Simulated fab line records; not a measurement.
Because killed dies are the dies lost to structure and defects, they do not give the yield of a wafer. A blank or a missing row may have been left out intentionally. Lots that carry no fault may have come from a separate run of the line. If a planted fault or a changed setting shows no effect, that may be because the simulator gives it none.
fab line records -- flow berkeleyCmos170
[record] lots = 14, wafers = 42, lastDay = 13
route steps=331 shown CONTACT@235
lots with no fault: from the same line, run without faults
startH: hours from the record's first day to the start of the lot's first wafer shown -- waitH: how many hours have passed since the lot's step before this one -- " same as the row above -- L1.1+2: several wafers, shown together as one row -- - no value, or no start given -- * or withheld: withheld -- < > ~ a bound
route shown NAME@n: NAME is a module with steps in the file, n the number in the route of the first one -- usual: average and standard deviation across the fault-free wafers -- same: alike in all rows -- chamber/n: place in a boat -- sites: readings site by site -- _std_site: standard deviation across them -- _edge_site: mean of outer sites minus mean of inner sites -- radiusMm: how far each site lies from the wafer's centre -- mask NAME#n: copy n -- behind: tool/chamber where the wafer was last shaped -- hold: what put the lot on hold/how long, in hours/how the hold closed -- device: the transistor (n, p or np) that didn't switch -- end of line: tests of these same wafers at the route's end -- step lacking rows: just its recipe -- killed: at the first sort, the dies lost to defects and structure; wafer yield is something else -- map: a wafer's dies, marking killed ones x, the rest . and places with no die _
set.NAME: the setting as run; set.NAME@STEP: as run at that earlier step -- model.NAME: the simulator's own value behind a step, which no gauge read
route steps across a sampled set of lots; one table per step, one row per wafer
services: from which hour (startH, from the record's first day; less than 0 if before it) a tool's chamber was out of use, for how many hours, and why
[[steps]]
[step UCB170_CONTACT_STRIP_19]
[recipe] chemistry = O2, powerW = 400, pressureMtorr = 3500, platenTempC = withheld, o2FlowSccm = 400, overashFraction = 0.5
[usual] chamberPressureMTorr = 3500/3.3, drypumpMotorCurrentA = 5.7/0.31, oesProductAu = 0.726/0.0043, overashFraction = 0.5/0
lot.wafer,tool,chamber,startH,waitH,chamberPressureMTorr,drypumpMotorCurrentA,oesProductAu,overashFraction,rfHoursCounterH
L201.1,plasmaAsher-01,0,179.99,-,3502,5.6,0.727,0.5,47
L201.3,plasmaAsher-01,1,179.99,-,3499,5.9,0.731,0.5,-
L201.6,plasmaAsher-01,0,179.99,-,3504,5.6,0.723,0.5,-
L200.1,plasmaAsher-04,1,180.15,-,3502,5.0,0.719,0.5,38
L200.3,plasmaAsher-04,1,180.15,-,3499,5.0,0.727,0.5,-
L200.5,plasmaAsher-04,1,180.15,-,3497,5.0,0.731,0.5,-
L203.1,plasmaAsher-03,0,180.26,-,3501,6.1,0.734,0.5,43
L203.4,plasmaAsher-03,0,180.26,-,3497,6.1,0.735,0.5,-
L203.5,plasmaAsher-03,1,180.26,-,3502,5.7,0.726,0.5,-
L202.3,plasmaAsher-03,1,180.57,-,3502,5.7,0.731,0.5,-
L202.5,plasmaAsher-03,1,180.57,-,3501,5.7,0.731,0.5,-
L202.6,plasmaAsher-03,0,180.57,-,3494,6.1,0.724,0.5,-
L204.3,plasmaAsher-04,1,197.06,-,3497,5.0,0.729,0.5,-
L204.4,plasmaAsher-04,0,197.06,-,3496,5.9,0.722,0.5,-
L204.6,plasmaAsher-04,1,197.06,-,3500,5.0,0.724,0.5,-
L206.4,plasmaAsher-03,1,205.38,-,3503,5.7,0.716,0.5,-
L206.5,plasmaAsher-03,1,205.38,-,3502,5.7,0.731,0.5,-
L206.6,plasmaAsher-03,0,205.38,-,3493,6.1,0.727,0.5,-
L205.1,plasmaAsher-01,1,206.01,-,3500,5.9,0.727,0.5,51
L205.4,plasmaAsher-01,0,206.01,-,3501,5.6,0.733,0.5,-
L205.5,plasmaAsher-01,1,206.01,-,3503,5.9,0.725,0.5,-
L207.1,plasmaAsher-03,1,207.79,-,3500,5.7,0.735,0.5,46
L207.2,plasmaAsher-03,0,207.79,-,3501,6.1,0.729,0.5,46
L207.6,plasmaAsher-03,1,207.79,-,3504,5.7,0.722,0.5,-
L212.1,plasmaAsher-01,0,223.38,-,-,-,-,-,-
L212.2,plasmaAsher-01,1,223.38,-,-,-,-,-,-
L212.5,plasmaAsher-01,0,223.38,-,-,-,-,-,-
L209.2,plasmaAsher-01,1,223.66,-,-,-,-,-,-
L209.4,plasmaAsher-01,1,223.66,-,-,-,-,-,-
L209.5,plasmaAsher-01,1,223.66,-,-,-,-,-,-
L217.2,plasmaAsher-01,0,258.94,-,3497,5.6,0.730,0.5,57
L217.4,plasmaAsher-01,0,258.94,-,3500,5.6,0.728,0.5,-
L217.5,plasmaAsher-01,1,258.94,-,3498,5.9,0.727,0.5,-
L219.1,plasmaAsher-04,1,276.18,-,3499,5.0,0.730,0.5,48
L219.4,plasmaAsher-04,1,276.18,-,3502,5.0,0.722,0.5,-
L219.5,plasmaAsher-04,0,276.18,-,3501,5.9,0.726,0.5,-
L223.2,plasmaAsher-04,0,286.08,-,3501,5.9,0.734,0.5,49
L223.3,plasmaAsher-04,0,286.08,-,3504,5.9,0.731,0.5,-
L223.6,plasmaAsher-04,1,286.08,-,3505,5.0,0.725,0.5,-
L221.1,plasmaAsher-01,1,294.45,-,3492,5.8,0.729,0.5,61
L221.2,plasmaAsher-01,0,294.45,-,3502,5.6,0.732,0.5,61
L221.5,plasmaAsher-01,0,294.45,-,3494,5.5,0.731,0.5,-
[[services]]
tool,chamber,startH,hours,kind
plasmaAsher-01,-,163.75,0.8,repair
plasmaAsher-04,-,168.24,6.5,repair
plasmaAsher-01,-,169.57,2.2,repair
plasmaAsher-04,-,221.93,5.0,repair
plasmaAsher-04,-,281.01,2.0,repair
plasmaAsher-04,-,288.44,1.5,repair
[[key]]
[firstSign] step = UCB170_CONTACT_STRIP_19, reading = toolRecord, direction = missing
effect none on later readings
metAt UCB170_CONTACT_STRIP_19
struckLots L209,L212
laterRowsLeftOut L209.2,L209.4,L209.5,L212.1,L212.2,L212.5
sortLeftOut L209.2,L209.4,L209.5,L212.1,L212.2,L212.5
testerLeftOut L209,L212
onsetBetween 206.01 223.38
[fault] kind = skippedStepWhole, tool = plasmaAsher-01, chamber = -, onsetH = 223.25, steps = UCB170_CONTACT_STRIP_19, scope = struckLotsOnly
// testerLeftOut: of these lots the tester's yield and bins aren't shown, on N5 and GAA mostly nor the transistor test; their killed dies are dies lost to structure and defects alone, not to doping, threshold or leakage, so they don't give the yield
// sortLeftOut: the simulated sort isn't trusted on such a fault, so these wafers' sort isn't shown, and their yield isn't known
// laterRowsLeftOut: the simulator's readings of these wafers behind a module that went badly wrong aren't trusted and aren't shown, but for the sort
